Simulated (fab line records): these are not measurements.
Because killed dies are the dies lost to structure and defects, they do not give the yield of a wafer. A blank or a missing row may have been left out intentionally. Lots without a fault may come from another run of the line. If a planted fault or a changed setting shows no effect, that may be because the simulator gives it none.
fab line records	flow ritCmos	part 1 of 2: steps 1 to 34 of 49
record lots=5	wafers=15	lastDay=8
route steps=202 shown NLDD@107 PLDD@114 SPACER@125 NSD@131 PSD@142 SDANNEAL@153
lots that met no fault: taken from a fault-free run of the same line
startH: hours from the record's opening day to when the first of the lot's shown wafers began	waitH: hours elapsed since this lot's preceding step	" repeats the value in the row above	L1.1+2: a row that stands for several wafers	- no value, or no start given	* or withheld: withheld	< > ~ a bound
route shown NAME@n: a module of which the file shows steps, and the number in the route of the first	usual: the fault-free wafers' mean and standard deviation	same: alike in all rows	chamber/n: place in a boat	sites: readings site by site	_std_site: how widely they spread, as a standard deviation	_edge_site: inner sites' mean taken away from outer sites' mean	radiusMm: how far each site lies from the wafer's centre	mask NAME#n: copy n	behind: the tool/chamber that last shaped the wafer	hold: cause of the lot's hold/its duration in hours/its outcome	device: names the non-switching transistor (n, p or np)	end of line: tests of these same wafers at the route's end	step lacking rows: just its recipe	killed: dies lost to structure and defects at the first sort, not the wafer's yield	map: a wafer's dies, x killed, . not, _ none there
set.NAME: the setting the step ran with; set.NAME@STEP: the setting that earlier step ran with	model.NAME: the simulator's own value behind a step, which no gauge read
lots at some steps of the route; a table a step, a row a wafer
services: from which hour (startH, from the record's first day; less than 0 if before it) a tool's chamber was out of use, for how many hours, and why
## steps
# step RIT_NLDD_PEB_04
# recipe resist=NOVOLAK	tempC=withheld	timeS=withheld
lot.wafer	tool	chamber	startH	waitH
L077.1+3+5	lithoTrack-04	0	58.86	0.1
L082.1+3+5	lithoTrack-04	0	88.66	0.1
L088.3+5+6	lithoTrack-02	0	120.52	0.1
L093.1+5+6	lithoTrack-02	0	163.64	0.1
L095.1+2+6	lithoTrack-01	0	168.30	0.1
# step RIT_NLDD_DEVELOP_05
# recipe resist=NOVOLAK	developTimeS=50	devTempC=23
lot.wafer	tool	chamber	startH	waitH
L077.1+3+5	lithoTrack-04	0	-	-
L082.1+3+5	lithoTrack-04	0	-	-
L088.3+5+6	lithoTrack-02	0	-	-
L093.1+5+6	lithoTrack-02	0	-	-
L095.1+2+6	lithoTrack-01	0	-	-
# step RIT_NLDD_OVL_MEAS_06
# usual NLDD_OVL=-0.5/1.6
lot.wafer	tool	chamber	startH	waitH	NLDD_OVL[nm]
L077.1	overlay-02	-	59.14	-	-3.4
L077.3	"	-	"	"	-1.3
L077.5	"	-	"	"	-3.3
L082.1	overlay-02	-	88.94	-	-1.9
L082.3	"	-	"	"	-1.2
L082.5	"	-	"	"	-1.6
L088.3	overlay-02	-	120.76	-	-0.8
L088.5	"	-	"	"	-2.1
L088.6	"	-	"	"	-0.9
L093.1	overlay-02	-	163.92	-	-0.2
L093.5	"	-	"	"	-1.5
L093.6	"	-	"	"	0.5
L095.1	overlay-02	-	168.58	-	3.1
L095.2	"	-	"	"	-0.1
L095.6	"	-	"	"	0.4
# step RIT_NLDD_HARDBAKE_07
# recipe resist=NOVOLAK	tempC=140	timeS=60
lot.wafer	tool	chamber	startH	waitH
L077.1+3+5	lithoTrack-01	0	59.18	0.0
L082.1+3+5	lithoTrack-01	0	89.01	0.1
L088.3+5+6	lithoTrack-01	0	120.84	0.1
L093.1+5+6	lithoTrack-01	0	163.96	0.0
L095.1+2+6	lithoTrack-01	0	168.62	0.0
# step RIT_NLDD_IMPLANT_08
# recipe species=P	energyKev=20	doseCm2=5e+14	tiltDeg=7
# usual beamEnergyKeV=20.001/0.0066
lot.wafer	tool	chamber	startH	waitH	beamEnergyKeV
L077.1	implanter-01	0	59.33	0.1	19.996
L077.3	"	0	"	"	20.001
L077.5	"	0	"	"	19.995
L082.1	implanter-01	0	89.16	0.1	19.996
L082.3	"	0	"	"	19.987
L082.5	"	0	"	"	19.994
L088.3	implanter-01	0	120.99	0.1	20.012
L088.5	"	0	"	"	20.017
L088.6	"	0	"	"	20.000
L093.1	implanter-02	0	164.11	0.1	19.999
L093.5	"	0	"	"	19.998
L093.6	"	0	"	"	19.994
L095.1	implanter-02	0	168.77	0.1	20.005
L095.2	"	0	"	"	19.997
L095.6	"	0	"	"	20.007
# step RIT_NLDD_STRIP_09
# recipe chemistry=O2	timeS=180	resist=NOVOLAK	platenTempC=withheld	powerW=500	pressureMtorr=4000	o2FlowSccm=4000
# usual chamberPressureMTorr=4000/4.1	drypumpMotorCurrentA=5.9/0.46	rfReflPowerW=6.1/0.89
lot.wafer	tool	chamber	startH	waitH	chamberPressureMTorr	drypumpMotorCurrentA	rfHoursCounterH	rfReflPowerW
L077.1	plasmaAsher-02	0	59.48	0.1	3995	5.9	40	5.5
L077.3	"	1	"	"	3999	5.5	-	6.8
L077.5	"	0	"	"	3995	5.9	-	5.7
L082.1	plasmaAsher-03	0	89.31	0.1	4004	6.0	45	4.8
L082.3	"	0	"	"	4001	6.0	-	4.8
L082.5	"	1	"	"	3995	6.8	-	6.0
L088.3	plasmaAsher-03	1	121.14	0.1	3996	6.8	-	6.0
L088.5	"	0	"	"	4001	6.0	-	4.8
L088.6	"	1	"	"	4003	6.8	-	6.2
L093.1	plasmaAsher-01	0	164.26	0.1	4000	5.4	35	7.4
L093.5	"	1	"	"	4002	5.9	-	6.2
L093.6	"	0	"	"	4003	5.4	-	7.7
L095.1	plasmaAsher-01	1	168.92	0.1	3998	5.9	36	5.8
L095.2	"	0	"	"	4001	5.4	36	7.7
L095.6	"	0	"	"	4001	5.5	-	7.4
# step RIT_NLDD_TW_MEAS_10
# usual NLDD_TW=2505/28
lot.wafer	tool	chamber	startH	waitH	NLDD_TW
L077.1	filmMetro-03	-	59.65	0.1	2554
L077.3	"	-	"	"	2553
L077.5	"	-	"	"	2551
L082.1	filmMetro-01	-	89.48	0.1	2491
L082.3	"	-	"	"	2498
L082.5	"	-	"	"	2505
L088.3	filmMetro-02	-	121.28	0.1	2477
L088.5	"	-	"	"	2478
L088.6	"	-	"	"	2495
L093.1	filmMetro-01	-	164.43	0.1	2469
L093.5	"	-	"	"	2476
L093.6	"	-	"	"	2489
L095.1	filmMetro-02	-	169.10	0.1	2490
L095.2	"	-	"	"	2476
L095.6	"	-	"	"	2486
# step RIT_PLDD_HMDS_00
# recipe primeTimeS=60	primeTempC=140
lot.wafer	tool	chamber	startH	waitH
L077.1+3+5	lithoTrack-03	0	59.83	0.2
L082.1+3+5	lithoTrack-04	0	89.54	0.1
L088.3+5+6	lithoTrack-04	0	121.37	0.1
L093.1+5+6	lithoTrack-02	0	164.49	0.1
L095.1+2+6	lithoTrack-04	0	169.16	0.1
# step RIT_PLDD_COAT_01
# recipe resist=NOVOLAK	spinRpm=3250	resistThkNm=1000
lot.wafer	tool	chamber	startH	waitH
L077.1+3+5	lithoTrack-03	0	59.98	0.1
L082.1+3+5	lithoTrack-04	0	89.69	0.1
L088.3+5+6	lithoTrack-04	0	121.52	0.1
L093.1+5+6	lithoTrack-02	0	164.64	0.1
L095.1+2+6	lithoTrack-04	0	169.31	0.1
# step RIT_PLDD_SOFTBAKE_02
# recipe resist=NOVOLAK	tempC=90	timeS=60
lot.wafer	tool	chamber	startH	waitH
L077.1+3+5	lithoTrack-03	0	60.13	0.1
L082.1+3+5	lithoTrack-04	0	89.84	0.1
L088.3+5+6	lithoTrack-04	0	121.67	0.1
L093.1+5+6	lithoTrack-02	0	164.79	0.1
L095.1+2+6	lithoTrack-04	0	169.46	0.1
# step RIT_PLDD_EXPOSE_03
# recipe maskId=M8	na=0.57	targetCdNm=40900	doseMj=250
lot.wafer	tool	chamber	startH	waitH	mask
L077.1+3+5	ilineStepper-02	0	60.41	0.2	M8#0
L082.1+3+5	ilineStepper-02	0	89.99	0.1	M8#0
L088.3+5+6	ilineStepper-02	0	121.94	0.2	M8#0
L093.1+5+6	ilineStepper-01	0	164.94	0.1	M8#0
L095.1+2+6	ilineStepper-01	0	169.61	0.1	M8#0
# step RIT_PLDD_PEB_04
# recipe resist=NOVOLAK	tempC=withheld	timeS=withheld
lot.wafer	tool	chamber	startH	waitH
L077.1+3+5	lithoTrack-02	0	60.53	0.1
L082.1+3+5	lithoTrack-02	0	90.11	0.1
L088.3+5+6	lithoTrack-02	0	122.06	0.1
L093.1+5+6	lithoTrack-02	0	165.06	0.1
L095.1+2+6	lithoTrack-02	0	169.72	0.1
# step RIT_PLDD_DEVELOP_05
# recipe resist=NOVOLAK	developTimeS=50	devTempC=23
lot.wafer	tool	chamber	startH	waitH
L077.1+3+5	lithoTrack-02	0	-	-
L082.1+3+5	lithoTrack-02	0	-	-
L088.3+5+6	lithoTrack-02	0	-	-
L093.1+5+6	lithoTrack-02	0	-	-
L095.1+2+6	lithoTrack-02	0	-	-
# step RIT_PLDD_OVL_MEAS_06
# usual PLDD_OVL=-0.4/1.4
lot.wafer	tool	chamber	startH	waitH	PLDD_OVL[nm]
L077.1	overlay-02	-	60.81	-	-1.0
L077.3	"	-	"	"	-0.2
L077.5	"	-	"	"	-0.4
L082.1	overlay-02	-	90.39	-	-0.1
L082.3	"	-	"	"	0.7
L082.5	"	-	"	"	0.7
L088.3	overlay-02	-	122.31	-	0.7
L088.5	"	-	"	"	0.4
L088.6	"	-	"	"	-1.5
L093.1	overlay-02	-	165.34	-	-0.7
L093.5	"	-	"	"	-2.1
L093.6	"	-	"	"	-1.7
L095.1	overlay-02	-	170.01	-	2.3
L095.2	"	-	"	"	1.1
L095.6	"	-	"	"	0.8
# step RIT_PLDD_HARDBAKE_07
# recipe resist=NOVOLAK	tempC=140	timeS=60
lot.wafer	tool	chamber	startH	waitH
L077.1+3+5	lithoTrack-03	0	60.85	0.0
L082.1+3+5	lithoTrack-04	0	90.43	0.0
L088.3+5+6	lithoTrack-04	0	122.38	0.1
L093.1+5+6	lithoTrack-04	0	165.41	0.1
L095.1+2+6	lithoTrack-02	0	170.04	0.0
# step RIT_PLDD_IMPLANT_08
# recipe species=BF2	energyKev=20	doseCm2=9e+14	tiltDeg=7
# usual beamEnergyKeV=19.999/0.006
lot.wafer	tool	chamber	startH	waitH	beamEnergyKeV
L077.1	implanter-01	0	61.00	0.1	20.005
L077.3	"	0	"	"	20.012
L077.5	"	0	"	"	20.006
L082.1	implanter-01	0	90.58	0.1	20.000
L082.3	"	0	"	"	20.002
L082.5	"	0	"	"	20.000
L088.3	implanter-04	0	122.53	0.1	20.006
L088.5	"	0	"	"	20.005
L088.6	"	0	"	"	19.997
L093.1	implanter-04	0	165.56	0.1	19.994
L093.5	"	0	"	"	19.994
L093.6	"	0	"	"	19.998
L095.1	implanter-03	0	170.19	0.1	19.995
L095.2	"	0	"	"	20.005
L095.6	"	0	"	"	19.993
# step RIT_PLDD_STRIP_09
# recipe chemistry=O2	timeS=180	resist=NOVOLAK	platenTempC=withheld	powerW=500	pressureMtorr=4000	o2FlowSccm=4000
# usual chamberPressureMTorr=4000/3.4	drypumpMotorCurrentA=5.9/0.47	rfReflPowerW=6.2/0.87
lot.wafer	tool	chamber	startH	waitH	chamberPressureMTorr	drypumpMotorCurrentA	rfHoursCounterH	rfReflPowerW
L077.1	plasmaAsher-02	0	61.15	0.1	3999	5.9	41	5.6
L077.3	"	0	"	"	4003	5.9	-	5.8
L077.5	"	0	"	"	4000	5.9	-	5.6
L082.1	plasmaAsher-03	0	90.73	0.1	3999	6.0	45	4.9
L082.3	"	1	"	"	4000	6.8	-	6.3
L082.5	"	0	"	"	3995	6.0	-	4.7
L088.3	plasmaAsher-02	1	122.69	0.1	4004	5.5	-	7.0
L088.5	"	1	"	"	3995	5.5	-	6.9
L088.6	"	0	"	"	4003	5.9	-	5.5
L093.1	plasmaAsher-02	1	165.71	0.1	4001	5.5	4	7.0
L093.5	"	1	"	"	4002	5.4	-	7.1
L093.6	"	0	"	"	3997	5.9	-	5.6
L095.1	plasmaAsher-03	0	170.34	0.1	3997	6.0	52	4.9
L095.2	"	1	"	"	4000	6.8	52	6.2
L095.6	"	1	"	"	4003	6.8	-	6.2
# step RIT_PLDD_TW_MEAS_10
# usual PLDD_TW=2366/25
lot.wafer	tool	chamber	startH	waitH	PLDD_TW
L077.1	filmMetro-02	-	61.32	0.1	2337
L077.3	"	-	"	"	2351
L077.5	"	-	"	"	2360
L082.1	filmMetro-02	-	90.90	0.1	2358
L082.3	"	-	"	"	2354
L082.5	"	-	"	"	2363
L088.3	filmMetro-01	-	122.83	0.1	2368
L088.5	"	-	"	"	2353
L088.6	"	-	"	"	2373
L093.1	filmMetro-01	-	165.88	0.1	2354
L093.5	"	-	"	"	2330
L093.6	"	-	"	"	2333
L095.1	filmMetro-03	-	170.52	0.1	2409
L095.2	"	-	"	"	2413
L095.6	"	-	"	"	2400
# step RIT_SPACER_CLEAN_00
# recipe chemistry=SC1	mix=3:3:50	timeS=600	tempC=75
lot.wafer	tool	chamber	startH	waitH
L077.1+3+5	wetBench-04	3	61.38	0.1
L082.1+3+5	wetBench-01	0	90.96	0.1
L088.3+5+6	wetBench-04	1	122.87	0.0
L093.1+5+6	wetBench-01	1	165.94	0.1
L095.1+2+6	wetBench-01	2	170.58	0.1
# step RIT_SPACER_CLEAN_01
# recipe chemistry=dHF	dilution=50:1	timeS=30
lot.wafer	tool	chamber	startH	waitH
L077.1+3+5	wetBench-03	2	61.56	0.0
L082.1+3+5	wetBench-04	2	91.14	0.0
L088.3+5+6	wetBench-01	0	123.04	0.0
L093.1+5+6	wetBench-01	1	166.13	0.0
L095.1+2+6	wetBench-04	0	170.75	0.0
# step RIT_SPACER_CLEAN_02
# recipe chemistry=SC2	mix=3:3:50	timeS=600	tempC=75	dry=n2Spin
lot.wafer	tool	chamber	startH	waitH
L077.1+3+5	wetBench-04	1	61.57	0.0
L082.1+3+5	wetBench-01	0	91.16	0.0
L088.3+5+6	wetBench-03	2	123.06	0.0
L093.1+5+6	wetBench-01	3	166.15	0.0
L095.1+2+6	wetBench-03	0	170.77	0.0
# step RIT_SPACER_CVD_03
# recipe material=Si3N4	targetThkNm=250	tempC=810	precursor=SiH2Cl2/NH3	timeS=3300	pressureMtorr=300	sih2cl2FlowSccm=60	nh3FlowSccm=150
lot.wafer	tool	chamber	startH	waitH
L077.1+3+5	lpcvd-01	1	61.75	0.0
L082.1+3+5	lpcvd-02	0	91.33	0.0
L088.3+5+6	lpcvd-01	1	123.65	0.4
L093.1+5+6	lpcvd-01	0	166.32	0.0
L095.1+2+6	lpcvd-02	1	170.94	0.0
# step RIT_SPACER_THK_MEAS_04
# recipe reads=Si3N4_of_SPACER_CVD_03
# usual SPACER_NITRIDE_THK=250.0/2.8
lot.wafer	tool	chamber	startH	waitH	SPACER_NITRIDE_THK[nm]
L077.1	filmMetro-04	-	63.66	0.0	252.2
L077.3	"	-	"	"	251.8
L077.5	"	-	"	"	253.5
L082.1	filmMetro-04	-	93.25	0.0	250.0
L082.3	"	-	"	"	252.4
L082.5	"	-	"	"	253.6
L088.3	filmMetro-01	-	125.59	0.0	248.7
L088.5	"	-	"	"	249.4
L088.6	"	-	"	"	246.7
L093.1	filmMetro-04	-	168.24	0.0	255.3
L093.5	"	-	"	"	252.2
L093.6	"	-	"	"	253.2
L095.1	filmMetro-02	-	172.86	0.0	243.6
L095.2	"	-	"	"	243.8
L095.6	"	-	"	"	242.3
# step RIT_SPACER_ETCHBACK_05
# recipe targetDepthA=2500	SF6_flow_sccm=30	CHF3_flow_sccm=30	target=Si3N4	chemistry=SF6/CHF3	pressureMtorr=40	rfW=250	timeS=240	stopOn=SiO2
# usual chamberPressureMTorr=40.00/0.037	drypumpMotorCurrentA=5.9/0.45	oesProductAu=0.845/0.018	throttleValvePct=10.26/0.15
lot.wafer	tool	chamber	startH	waitH	chamberPressureMTorr	drypumpMotorCurrentA	oesProductAu	rfHoursCounterH	throttleValvePct
L077.1	rieDiel-02	3	63.72	0.1	39.99	5.5	0.825	81	10.17
L077.3	"	2	"	"	39.99	6.4	0.846	87	10.28
L077.5	"	3	"	"	40.00	5.5	0.823	-	10.17
L082.1	rieDiel-04	0	93.31	0.1	39.94	6.2	0.854	8	10.37
L082.3	"	2	"	"	40.06	5.5	0.875	6	10.48
L082.5	"	2	"	"	39.97	5.5	0.877	-	10.48
L088.3	rieDiel-03	3	125.63	0.0	40.00	5.5	0.856	104	10.12
L088.5	"	0	"	"	39.98	5.5	0.829	-	9.99
L088.6	"	1	"	"	39.94	5.8	0.852	-	10.38
L093.1	rieDiel-04	1	168.30	0.1	40.02	5.7	0.830	0	10.21
L093.5	"	0	"	"	40.00	6.2	0.852	-	10.35
L093.6	"	3	"	"	40.02	6.8	0.840	-	10.23
L095.1	rieDiel-02	3	172.92	0.1	40.02	5.5	0.804	83	10.18
L095.2	"	2	"	"	40.02	6.4	0.822	88	10.29
L095.6	"	0	"	"	39.99	5.8	0.828	-	10.49
# step RIT_NSD_HMDS_00
# recipe primeTimeS=60	primeTempC=140
lot.wafer	tool	chamber	startH	waitH
L077.1+3+5	lithoTrack-03	0	63.87	0.1
L082.1+3+5	lithoTrack-03	0	93.46	0.1
L088.3+5+6	lithoTrack-01	0	125.83	0.1
L093.1+5+6	lithoTrack-03	0	168.45	0.1
L095.1+2+6	lithoTrack-01	0	173.21	0.2
# step RIT_NSD_COAT_01
# recipe resist=NOVOLAK	spinRpm=3250	resistThkNm=1000
lot.wafer	tool	chamber	startH	waitH
L077.1+3+5	lithoTrack-03	0	64.02	0.1
L082.1+3+5	lithoTrack-03	0	93.61	0.1
L088.3+5+6	lithoTrack-01	0	125.98	0.1
L093.1+5+6	lithoTrack-03	0	168.60	0.1
L095.1+2+6	lithoTrack-01	0	173.36	0.1
# step RIT_NSD_SOFTBAKE_02
# recipe resist=NOVOLAK	tempC=90	timeS=60
lot.wafer	tool	chamber	startH	waitH
L077.1+3+5	lithoTrack-03	0	64.17	0.1
L082.1+3+5	lithoTrack-03	0	93.76	0.1
L088.3+5+6	lithoTrack-01	0	126.13	0.1
L093.1+5+6	lithoTrack-03	0	168.75	0.1
L095.1+2+6	lithoTrack-01	0	173.51	0.1
# step RIT_NSD_EXPOSE_03
# recipe maskId=M9	na=0.57	targetCdNm=40700	doseMj=250
lot.wafer	tool	chamber	startH	waitH	mask
L077.1+3+5	ilineStepper-02	0	64.45	0.2	M9#0
L082.1+3+5	ilineStepper-02	0	93.92	0.1	M9#0
L088.3+5+6	ilineStepper-01	0	126.39	0.2	M9#0
L093.1+5+6	ilineStepper-01	0	168.90	0.1	M9#0
L095.1+2+6	ilineStepper-02	0	173.79	0.2	M9#0
# step RIT_NSD_PEB_04
# recipe resist=NOVOLAK	tempC=withheld	timeS=withheld
lot.wafer	tool	chamber	startH	waitH
L077.1+3+5	lithoTrack-01	0	64.57	0.1
L082.1+3+5	lithoTrack-03	0	94.04	0.1
L088.3+5+6	lithoTrack-01	0	126.52	0.1
L093.1+5+6	lithoTrack-03	0	169.02	0.1
L095.1+2+6	lithoTrack-03	0	173.91	0.1
# step RIT_NSD_DEVELOP_05
# recipe resist=NOVOLAK	developTimeS=50	devTempC=23
lot.wafer	tool	chamber	startH	waitH
L077.1+3+5	lithoTrack-01	0	-	-
L082.1+3+5	lithoTrack-03	0	-	-
L088.3+5+6	lithoTrack-01	0	-	-
L093.1+5+6	lithoTrack-03	0	-	-
L095.1+2+6	lithoTrack-03	0	-	-
# step RIT_NSD_OVL_MEAS_06
# usual NSD_OVL=0.5/1.4
lot.wafer	tool	chamber	startH	waitH	NSD_OVL[nm]
L077.1	overlay-01	-	64.85	-	-0.5
L077.3	"	-	"	"	0.3
L077.5	"	-	"	"	0.7
L082.1	overlay-01	-	94.32	-	0.1
L082.3	"	-	"	"	1.7
L082.5	"	-	"	"	0.8
L088.3	overlay-02	-	126.76	-	2.8
L088.5	"	-	"	"	1.6
L088.6	"	-	"	"	1.2
L093.1	overlay-02	-	169.30	-	0.8
L093.5	"	-	"	"	1.0
L093.6	"	-	"	"	0.3
L095.1	overlay-02	-	174.19	-	1.2
L095.2	"	-	"	"	-0.1
L095.6	"	-	"	"	1.5
# step RIT_NSD_HARDBAKE_07
# recipe resist=NOVOLAK	tempC=140	timeS=60
lot.wafer	tool	chamber	startH	waitH
L077.1+3+5	lithoTrack-02	0	64.89	0.0
L082.1+3+5	lithoTrack-02	0	94.36	0.0
L088.3+5+6	lithoTrack-02	0	126.84	0.1
L093.1+5+6	lithoTrack-01	0	169.34	0.0
L095.1+2+6	lithoTrack-02	0	174.26	0.1
# step RIT_NSD_IMPLANT_08
# recipe species=P	energyKev=25	doseCm2=1e+15	tiltDeg=7
# usual beamEnergyKeV=25.001/0.0081
lot.wafer	tool	chamber	startH	waitH	beamEnergyKeV
L077.1	implanter-04	0	65.04	0.1	24.995
L077.3	"	0	"	"	24.993
L077.5	"	0	"	"	24.998
L082.1	implanter-01	0	94.51	0.1	24.995
L082.3	"	0	"	"	24.988
L082.5	"	0	"	"	24.997
L088.3	implanter-01	0	126.99	0.1	24.997
L088.5	"	0	"	"	25.005
L088.6	"	0	"	"	25.003
L093.1	implanter-01	0	169.49	0.1	24.997
L093.5	"	0	"	"	25.001
L093.6	"	0	"	"	25.008
L095.1	implanter-02	0	174.41	0.1	24.994
L095.2	"	0	"	"	25.001
L095.6	"	0	"	"	25.008
# step RIT_NSD_STRIP_09
# recipe chemistry=O2	timeS=180	resist=NOVOLAK	platenTempC=withheld	powerW=500	pressureMtorr=4000	o2FlowSccm=4000
# usual chamberPressureMTorr=4000/3.6	drypumpMotorCurrentA=5.61/0.2	rfReflPowerW=6.6/0.81
lot.wafer	tool	chamber	startH	waitH	chamberPressureMTorr	drypumpMotorCurrentA	rfHoursCounterH	rfReflPowerW
L077.1	plasmaAsher-02	1	65.19	0.1	4002	5.46	41	7.2
L077.3	"	1	"	"	4000	5.49	-	7.2
L077.5	"	1	"	"	3999	5.47	-	6.9
L082.1	plasmaAsher-04	0	94.66	0.1	4002	5.77	46	5.7
L082.3	"	0	"	"	4002	5.76	-	5.9
L082.5	"	0	"	"	3999	5.77	-	6.3
L088.3	plasmaAsher-01	0	127.15	0.1	4002	5.41	-	7.7
L088.5	"	1	"	"	4001	5.85	-	5.9
L088.6	"	0	"	"	4001	5.45	-	7.8
L093.1	plasmaAsher-04	0	169.64	0.1	4001	5.78	53	5.9
L093.5	"	0	"	"	3998	5.75	-	5.8
L093.6	"	1	"	"	4000	5.40	-	7.0
L095.1	plasmaAsher-04	1	174.56	0.1	3997	5.40	54	7.3
L095.2	"	0	"	"	4000	5.77	54	6.0
L095.6	"	0	"	"	3999	5.76	-	6.1
